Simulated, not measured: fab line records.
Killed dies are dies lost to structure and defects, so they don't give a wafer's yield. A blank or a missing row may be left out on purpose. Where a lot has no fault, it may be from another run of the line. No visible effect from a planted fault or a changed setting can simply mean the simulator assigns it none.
A struck lot beside a sound one | flow berkeley_cmos170 | 20 out of 331 route steps
Sound: wafers L984.1, L984.2, L984.3. Wafers L992.1, L992.2, L992.3 were the ones struck. The cause comes at the end.
Per side, at each step with rows, come the tool, then ch with its chambers, and then its first start. Under that, the readings that differ: sound wafers | struck wafers | difference of the means | sigmas: that difference in standard deviations of wafers without a fault.
alike: same words and numbers on both sides, and readings whose means sit less than 2 such deviations apart. not compared: any withheld reading, any reading some wafer has no value for, any bound like >300 that may hide the same value, and any number with overlapping values for which the record gives no deviation.
Wherever a step has rows on one side only, a row that says differs or no value, or a row with sigmas, the two part there. Numbers that have no deviation but don't overlap get no sigmas and don't part them. Lack of a reading on every wafer of one side parts them only where that side has two or more wafers.

UCB170_PVT_TW_MEAS_09:
  sound on film_metro-04, day 8 17:44; struck on film_metro-03, day 9 13:49
  alike: PVT_TW
then, 1 step without rows for these wafers: UCB170_GATE_WET_ETCH_00 (etches SiO2 in dHF, time 200 s).
UCB170_FIELD_THK_MEAS_91:
  sound on film_metro-01, day 8 17:52; struck on film_metro-04, day 9 13:56
  alike: FIELD_OXIDE_LEFT_2_THK
then, 1 step without rows for these wafers: UCB170_GATE_OXIDATION_01 (target thk 6.6 nm, ox time 1800 s).
UCB170_GATE_THK_MEAS_02:
  sound on film_metro-03, day 8 21:28; struck on film_metro-02, day 9 18:47
  alike: GATE_OXIDE_THK
then, 2 steps without rows for these wafers: UCB170_GATE_ANNEAL_03 (time 1800 s); UCB170_GATE_CVD_04 (deposits poly-Si from SiH4, time 1440 s, target thk 214 nm).
UCB170_GATE_THK_MEAS_05:
  sound on film_metro-01, day 9 04:00; struck on film_metro-03, day 9 23:01
  alike: GATE_POLY_THK
then, 4 steps without rows for these wafers: UCB170_GATE_COAT_06; UCB170_GATE_COAT_07 (resist thk 900 nm); UCB170_GATE_SOFTBAKE_08 (time 60 s); UCB170_GATE_EXPOSE_09 (exposes mask POLY, target cd 350 nm).
UCB170_GATE_PEB_10:
  sound on litho_track-01 ch 0, day 9 04:59; struck on litho_track-04 ch 0, day 9 23:46
  reading                  | sound             | struck            | difference | sigmas
  exhaust_pa (Pa)          | 44.8 44.9 45.2    | 47.2 49.0 47.7    | +3.0       | +3
  heater_power_total_W (W) | 56.72 56.78 56.74 | 58.29 58.18 58.30 | +1.51      | +31
then, 1 step without rows for these wafers: UCB170_GATE_DEVELOP_11 (develop time 45 s).
UCB170_GATE_CD_MEAS_12: target cd 350 nm.
  sound on cd_sem-01, day 9 05:16; struck on cd_sem-01, day 10 00:02
  reading    | sound             | struck            | difference | sigmas
  cd_nm (nm) | 350.9 351.1 351.6 | 354.8 354.2 355.1 | +3.5       | +2
UCB170_GATE_OVL_MEAS_13:
  sound on overlay-01, day 9 05:23; struck on overlay-01, day 10 00:10
  alike: GATE_OVL
UCB170_GATE_ETCH_14: etches BARC in N2/H2.
  sound on rie_diel-03 ch 1,2,3, day 9 05:25; struck on rie_diel-04 ch 0,2,3, day 10 00:12
  alike: bias_w, drypump_motor_current_A, oes_product_au, throttle_valve_pct
UCB170_GATE_ETCH_15: etches poly-Si in HBr/Cl2, stops on SiO2, time 56.3 s, target depth 278.2 nm.
  sound on rie_si-02 ch 0,1,3, day 9 05:28; struck on rie_si-01 ch 0,2,3, day 10 00:14
  reading               | sound             | struck            | difference | sigmas
  model.GATE.cd_nm (nm) | 350.3 350.9 351.6 | 354.4 353.6 355.1 | +3.4       |
  alike: bias_w, drypump_motor_current_A, oes_product_au, throttle_valve_pct
  not compared: rf_hours_counter_h
UCB170_GATE_STRIP_16: strips in O2.
  sound on plasma_asher-04 ch 0,1, day 9 05:31; struck on plasma_asher-04 ch 0,1, day 10 00:17
  alike: drypump_motor_current_A, oes_product_au
  not compared: rf_hours_counter_h
UCB170_M3_PROBE_99:
  only the struck wafers here have rows in the record (prober-02, day 11 20:19); the sound ones have none

## WHERE THEY PART
At UCB170_GATE_PEB_10 first; at UCB170_M3_PROBE_99 last (within this record only).

WHY: what the simulator had put in
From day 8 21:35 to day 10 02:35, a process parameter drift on litho_track-04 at UCB170_GATE_PEB_10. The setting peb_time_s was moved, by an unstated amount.
